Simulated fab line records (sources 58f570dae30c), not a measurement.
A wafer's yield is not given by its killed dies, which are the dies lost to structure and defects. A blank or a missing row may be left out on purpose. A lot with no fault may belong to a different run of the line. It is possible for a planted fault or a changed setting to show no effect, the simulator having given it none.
A struck lot beside a sound one    flow berkeley cmos170    15 steps out of a route of 331
Sound: the wafers L650.2, L650.4, L650.5. Wafers L655.1, L655.3, L655.5 were the ones struck. The cause is given at the end.
Per side, at each step with rows, come the tool, then ch with its chambers, and then its first start. Under that, the readings that differ: sound wafers    struck wafers    difference of the means    sigmas: that difference in standard deviations of wafers without a fault.
alike: readings whose means differ by less than 2 such deviations, and words and numbers that are the same on both sides. not compared: withheld readings, readings that some wafer has no value for, bounds like >300 that may hide the same value, and numbers for which the record gives no deviation and whose values overlap.
A row with sigmas, a row that says differs or no value, or rows on one side alone: a step with any of these is where the two part. Non-overlapping numbers with no deviation appear without sigmas and do not part them. A reading missing from all wafers of one side parts the sides only when that side holds two or more wafers.

UCB170_NVT_TW_MEAS_09:
  sound on film metro-01 at day 6 20:37; struck on film metro-01 at day 7 17:22
  alike: NVT_TW
then, 7 steps without rows for these wafers: UCB170_NVT_CLEAN_10 (cleans in SPM, time 600 s); UCB170_PVT_HMDS_00 (prime time 60 s); UCB170_PVT_COAT_01 (resist thk 900 nm); UCB170_PVT_SOFTBAKE_02 (time 60 s); UCB170_PVT_EXPOSE_03 (exposes mask NWELL, target cd 3000 nm); UCB170_PVT_PEB_04; UCB170_PVT_DEVELOP_05 (develop time 45 s).
UCB170_PVT_OVL_MEAS_06:
  sound on overlay-01 at day 6 23:14; struck on overlay-02 at day 7 21:10
  alike: PVT_OVL
following that, these wafers have no rows for 1 step: UCB170_PVT_IMPLANT_07.
UCB170_PVT_STRIP_08: strips in O2.
  sound on plasma asher-02 ch 0,1, day 6 23:25; struck on plasma asher-03 ch 0,1, day 7 21:20
  alike: drypump motor current A, oes product au, strip time to endpoint s
  not compared: rf hours counter h
UCB170_PVT_TW_MEAS_09:
  sound on film metro-04 at day 6 23:32; struck on film metro-01 at day 7 21:37
  alike: PVT_TW
UCB170_GATE_WET_ETCH_00: etches SiO2 in dHF, time 200 s.
  sound on wet bench-03 ch 0, day 6 23:51; struck on wet bench-03 ch 3, day 7 21:55
  no value came back on the struck wafers for bath heat duty pct (%), run length s (s); on the sound wafers bath heat duty pct (%) reads 6.6 6.1 6.3
reading                                          sound  struck             difference  sigmas
model.SiO2_of_SCREENOX_OXIDATION_01.thk nm (nm)  0 0 0  14.55 14.16 14.37  +14.36      
UCB170_FIELD_THK_MEAS_91:
  sound on film metro-04 at day 6 23:55; struck on film metro-03 at day 7 22:02
reading                      sound        struck       difference  sigmas
FIELD_OXIDE_LEFT_2_THK (nm)  353 361 355  400 395 386  +37         +4
then, 1 step without rows for these wafers: UCB170_GATE_OXIDATION_01 (target thk 6.6 nm, ox time 1800 s).

== WHERE THEY PART ==
At UCB170_GATE_WET_ETCH_00 first; at UCB170_FIELD_THK_MEAS_91 last (within this record only).

WHY: the cause the simulator had injected
Whole step skipped at UCB170_GATE_WET_ETCH_00 on wet bench-03, starting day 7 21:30. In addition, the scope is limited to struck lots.
